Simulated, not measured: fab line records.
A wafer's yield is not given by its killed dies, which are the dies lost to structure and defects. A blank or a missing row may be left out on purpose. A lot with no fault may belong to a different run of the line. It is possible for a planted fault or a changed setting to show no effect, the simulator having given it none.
A sampling plan put to the test || flow berkeleyCmos170 || each of the 12 faults these records tell of, on one fab line, judged from the records of the lots it struck
Plan = the line's own looks (route steps where a gauge or an inspection reads the wafer without altering it). A look is open to judgement when struck wafers have a number at it and the file gives its usual mean and standard deviation on fault-free wafers. Caught: at a look after the fault's first step, the mean of the struck wafers lies 4 or more of those standard deviations (sigma) from the usual mean. On the tool: the test repeated on the tool's own readings taken at the fault's steps. It also counts as caught if the struck wafers ran another recipe or if their record alone is blank.

== THE FAULTS, as the simulator had put them in ==
1. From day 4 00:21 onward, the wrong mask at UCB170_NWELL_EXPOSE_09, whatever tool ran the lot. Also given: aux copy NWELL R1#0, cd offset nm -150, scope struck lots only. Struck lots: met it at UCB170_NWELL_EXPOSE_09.
2. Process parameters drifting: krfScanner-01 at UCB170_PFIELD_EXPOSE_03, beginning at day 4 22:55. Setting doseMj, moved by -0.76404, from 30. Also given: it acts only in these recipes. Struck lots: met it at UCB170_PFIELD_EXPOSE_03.
3. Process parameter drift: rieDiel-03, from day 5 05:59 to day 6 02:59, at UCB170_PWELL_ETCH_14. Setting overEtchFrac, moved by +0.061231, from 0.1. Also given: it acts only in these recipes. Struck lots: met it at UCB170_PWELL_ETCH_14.
4. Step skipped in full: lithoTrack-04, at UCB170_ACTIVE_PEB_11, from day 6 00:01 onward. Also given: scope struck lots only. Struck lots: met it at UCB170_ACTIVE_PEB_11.
5. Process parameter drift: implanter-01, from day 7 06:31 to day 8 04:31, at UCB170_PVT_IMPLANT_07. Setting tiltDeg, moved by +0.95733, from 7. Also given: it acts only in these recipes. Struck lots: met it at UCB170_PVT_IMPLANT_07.
6. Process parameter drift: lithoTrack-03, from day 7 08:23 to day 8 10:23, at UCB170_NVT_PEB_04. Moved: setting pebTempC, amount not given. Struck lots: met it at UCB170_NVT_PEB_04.
7. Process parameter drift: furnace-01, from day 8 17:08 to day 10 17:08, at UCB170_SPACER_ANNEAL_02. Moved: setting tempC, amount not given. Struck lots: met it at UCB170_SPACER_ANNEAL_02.
8. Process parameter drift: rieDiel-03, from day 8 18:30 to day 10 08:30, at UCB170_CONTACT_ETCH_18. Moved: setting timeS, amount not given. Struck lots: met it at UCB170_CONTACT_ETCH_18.
9. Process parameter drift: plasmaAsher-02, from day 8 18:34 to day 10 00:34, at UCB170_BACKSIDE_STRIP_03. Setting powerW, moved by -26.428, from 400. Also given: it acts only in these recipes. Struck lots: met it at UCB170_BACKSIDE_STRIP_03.
10. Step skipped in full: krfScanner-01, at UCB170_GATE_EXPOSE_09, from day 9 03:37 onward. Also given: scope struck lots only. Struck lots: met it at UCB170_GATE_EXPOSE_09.
11. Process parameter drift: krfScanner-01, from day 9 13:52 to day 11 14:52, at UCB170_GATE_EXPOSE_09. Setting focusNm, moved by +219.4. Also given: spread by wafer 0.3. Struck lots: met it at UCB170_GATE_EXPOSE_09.
12. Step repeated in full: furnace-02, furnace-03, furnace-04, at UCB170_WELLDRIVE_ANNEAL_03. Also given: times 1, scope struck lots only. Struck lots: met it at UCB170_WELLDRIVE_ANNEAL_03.

== WHAT THE PLAN SAW ==
{"fault": 1, "on the tool itself": "under 2 sigma", "first look that catches it": "no look after it can be judged", "reading, sigma": "-", "median hours from its first step to that look": "-", "hours from the fault's start to the first struck lot there": "-", "judged looks passed uncaught": 0}
{"fault": 2, "on the tool itself": "exposureDoseMJCm2 -23 sigma", "first look that catches it": "not the one look that can be judged after it", "reading, sigma": "-", "median hours from its first step to that look": "-", "hours from the fault's start to the first struck lot there": "-", "judged looks passed uncaught": 1}
{"fault": 3, "on the tool itself": "only faintly: oesProductAu -3.2 sigma", "first look that catches it": "no look after it can be judged", "reading, sigma": "-", "median hours from its first step to that look": "-", "hours from the fault's start to the first struck lot there": "-", "judged looks passed uncaught": 0}
{"fault": 4, "on the tool itself": "the tool's record is blank for the struck wafers", "first look that catches it": "no look after it can be judged", "reading, sigma": "-", "median hours from its first step to that look": "-", "hours from the fault's start to the first struck lot there": "-", "judged looks passed uncaught": 0}
{"fault": 5, "on the tool itself": "tiltDeg +52 sigma", "first look that catches it": "not the one look that can be judged after it", "reading, sigma": "-", "median hours from its first step to that look": "-", "hours from the fault's start to the first struck lot there": "-", "judged looks passed uncaught": 1}
{"fault": 6, "on the tool itself": "heaterPowerTotalW -65 sigma", "first look that catches it": "not the one look that can be judged after it", "reading, sigma": "-", "median hours from its first step to that look": "-", "hours from the fault's start to the first struck lot there": "-", "judged looks passed uncaught": 1}
{"fault": 7, "on the tool itself": "spikeTcCentreC -20 sigma", "first look that catches it": "not the one look that can be judged after it", "reading, sigma": "-", "median hours from its first step to that look": "-", "hours from the fault's start to the first struck lot there": "-", "judged looks passed uncaught": 1}
{"fault": 8, "on the tool itself": "runLengthS -67 sigma", "first look that catches it": "none of the 2 looks that can be judged after it", "reading, sigma": "-", "median hours from its first step to that look": "-", "hours from the fault's start to the first struck lot there": "-", "judged looks passed uncaught": 2}
{"fault": 9, "on the tool itself": "stripTimeToEndpointS +16 sigma", "first look that catches it": "no look after it can be judged", "reading, sigma": "-", "median hours from its first step to that look": "-", "hours from the fault's start to the first struck lot there": "-", "judged looks passed uncaught": 0}
{"fault": 10, "on the tool itself": "no reading that can be judged", "first look that catches it": "no look after it can be judged", "reading, sigma": "-", "median hours from its first step to that look": "-", "hours from the fault's start to the first struck lot there": "-", "judged looks passed uncaught": 0}
{"fault": 11, "on the tool itself": "exposureDoseMJCm2 -6.3 sigma", "first look that catches it": "no look after it can be judged", "reading, sigma": "-", "median hours from its first step to that look": "-", "hours from the fault's start to the first struck lot there": "-", "judged looks passed uncaught": 0}
{"fault": 12, "on the tool itself": "under 2 sigma", "first look that catches it": "not the one look that can be judged after it", "reading, sigma": "-", "median hours from its first step to that look": "-", "hours from the fault's start to the first struck lot there": "-", "judged looks passed uncaught": 1}
A dash: the fault is not caught, or the number is missing from these records.

Caught at a look: 0 of 12. Caught on the tool: 8 of 12. By one or the other: 8 of 12.
On the tool alone, faults 2, 4, 5, 6, 7, 8, 9, 11 were caught.
Caught by neither: faults 1, 3, 10, 12.
